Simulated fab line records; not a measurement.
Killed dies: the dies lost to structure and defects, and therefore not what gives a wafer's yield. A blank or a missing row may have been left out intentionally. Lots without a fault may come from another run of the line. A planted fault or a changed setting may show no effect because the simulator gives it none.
Which tool was responsible?    flow berkeley-cmos170    Sampling: 6 lots, 18 wafers, 2 of 331 route steps

== WHAT EACH GAUGE READ, for each wafer ==
UCB170_V2_THK_MEAS_01.
lot   measured      on             V2_TEOS_THK (nm)
L468  day 8 18:52   film-metro-04  1976 2036 2026
L470  day 8 19:25   film-metro-02  1974 1981 2005
L475  day 9 16:32   film-metro-02  1987 2013 2038
L480  day 10 10:25  film-metro-03  2766 2006 2794
L481  day 10 17:39  film-metro-03  1991 2000 1989
L487  day 11 23:15  film-metro-02  1994 1979 2012

== EACH LOT AND THE TOOL THAT RAN IT (in order: tool; ch and the chambers of the sampled wafers; start) ==
lot   UCB170_V2_CVD_00
L468  pecvd-04 ch 1,2, day 8 18:42
L470  pecvd-02 ch 0,1,2, day 8 19:15
L475  pecvd-04 ch 0,1,2, day 9 16:23
L480  pecvd-02 ch 1,2, day 10 10:16
L481  pecvd-01 ch 0,1, day 10 17:29
L487  pecvd-01 ch 1,2, day 11 23:05
- UCB170_V2_CVD_00: deposits SiO2 from TEOS/O2, target thk 2000 nm, time 250 s.

== THE ANSWER, worked out from the rows above alone ==
Rule: the lots themselves supply what counts as usual. The widest of any qualifying gaps counts: lots, ordered by their means at a reading, are off when they make up no more than a third of the lots, leave a main group of 4 or more, and stand apart from it by 3 or more times the standard deviation of that group's means. The tables above print the reading to a certain number of digits; a main group whose means all agree to those digits is not used. Also off: a lot with no number at a reading for which 4 or more lots have one. Where the step has rows for the other lots, those lots are counted as sound.
Off: at UCB170_V2_THK_MEAS_01 (V2_TEOS_THK), L480. The main group: mean 2000 nm, standard deviation 11.
If a tool, at a process step before that reading, ran all the lots that are off and no sound lot after the first of them, it fits. The gauges at UCB170_V2_THK_MEAS_01 are tried like those tools. One fits: UCB170_V2_CVD_00 on pecvd-02. Its last sound lot is L470 (day 8 19:15), its first lot that is off L480 (day 10 10:16): a fault that began between those two fits.

== WHAT THE SIMULATOR HAD PUT IN ==
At UCB170_V2_CVD_00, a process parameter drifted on pecvd-02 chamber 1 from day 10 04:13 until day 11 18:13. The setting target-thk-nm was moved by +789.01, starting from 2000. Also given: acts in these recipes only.
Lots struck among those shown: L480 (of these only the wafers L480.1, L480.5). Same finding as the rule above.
